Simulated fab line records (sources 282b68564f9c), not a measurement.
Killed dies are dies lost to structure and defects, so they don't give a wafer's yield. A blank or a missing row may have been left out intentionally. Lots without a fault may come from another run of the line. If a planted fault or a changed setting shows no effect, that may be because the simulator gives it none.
A struck lot beside a sound one    flow rit cmos    17 steps out of a route of 202
Sound: wafers L818.1, L818.3, L818.6. Wafers struck: L817.4, L817.5, L817.6. Last of all comes the cause.
At each step with rows: each side's tool, then ch and its chambers, then its first start. Under that, the readings that differ: sound wafers    struck wafers    difference of the means    sigmas: that difference in standard deviations of wafers without a fault.
alike: readings with means less than 2 such deviations apart, plus words and numbers identical on both sides. not compared: withheld readings, readings lacking a value on some wafer, bounds such as >300 that could conceal the same value, and numbers that have no deviation in the record and whose values overlap.
A row with sigmas, a row that says differs or no value, or rows on one side alone: a step with any of these is where the two part. Numbers that have no deviation but don't overlap get no sigmas and don't part them. A reading missing from all wafers of one side parts the sides only when that side holds two or more wafers.

first, 4 steps without rows for these wafers: RIT_PLDD_SOFTBAKE_02 (time 60 s); RIT_PLDD_EXPOSE_03 (exposes mask M8, target cd 40900 nm); RIT_PLDD_PEB_04; RIT_PLDD_DEVELOP_05 (develop time 50 s).
RIT_PLDD_OVL_MEAS_06:
  sound on overlay-01, day 5 12:17; struck on overlay-02, day 5 07:36
reading        sound        struck         difference  sigmas
PLDD_OVL (nm)  2.5 3.0 4.5  -2.4 -1.3 0.0  -4.6        -3
then, 2 steps without rows for these wafers: RIT_PLDD_HARDBAKE_07 (time 60 s); RIT_PLDD_IMPLANT_08.
RIT_PLDD_STRIP_09: strips in O2, time 180 s.
  sound on plasma asher-03 ch 0,1, day 5 12:37; struck on plasma asher-04 ch 0,1, day 5 08:02
  alike: drypump motor current A, o2 flow sccm
  not compared: rf hours counter h
RIT_PLDD_TW_MEAS_10:
  sound on film metro-01, day 5 12:48; struck on film metro-01, day 5 08:11
  alike: PLDD_TW
then, 3 steps without rows for these wafers: RIT_SPACER_CLEAN_00 (cleans in SC1, time 600 s); RIT_SPACER_CLEAN_01 (cleans in dHF, time 30 s); RIT_SPACER_CLEAN_02 (cleans in SC2, time 600 s).
RIT_SPACER_CVD_03: deposits Si3N4 from SiH2Cl2/NH3, target thk 250 nm, time 3226 s.
  sound on lpcvd-01 ch 0, day 5 13:17; struck on lpcvd-02 ch 0, day 5 08:39
RIT_SPACER_THK_MEAS_04:
  sound on film metro-04, day 5 16:10; struck on film metro-04, day 5 10:36
reading                  sound              struck             difference  sigmas
SPACER_NITRIDE_THK (nm)  243.0 243.4 242.5  219.8 220.7 219.5  -23.0       -13
RIT_SPACER_ETCHBACK_05: etches Si3N4 in SF6/CHF3, stops on SiO2, target depth 250 nm, time 240 s.
  sound on rie diel-01 ch 0,3, day 5 16:14; struck on rie diel-01 ch 0,2,3, day 5 10:38
reading                sound              struck             difference  sigmas
oes product au (a.u.)  0.826 0.814 0.815  0.769 0.775 0.760  -0.050      -4
  alike: drypump motor current A, throttle valve pct
  not compared: rf hours counter h
then, 1 step without rows for these wafers: RIT_NSD_HMDS_00 (prime time 60 s).
RIT_M1_PROBE_99:
  sound on prober-01, day 6 03:40; struck on prober-02, day 5 21:52
  alike: killed at front end, killed dies, killed open, killed short

## WHERE THEY PART
First at RIT_PLDD_OVL_MEAS_06; last, within this record, at RIT_SPACER_ETCHBACK_05. Later steps at which nothing parts them and some readings are alike: RIT_M1_PROBE_99.

WHY: the cause the simulator had injected
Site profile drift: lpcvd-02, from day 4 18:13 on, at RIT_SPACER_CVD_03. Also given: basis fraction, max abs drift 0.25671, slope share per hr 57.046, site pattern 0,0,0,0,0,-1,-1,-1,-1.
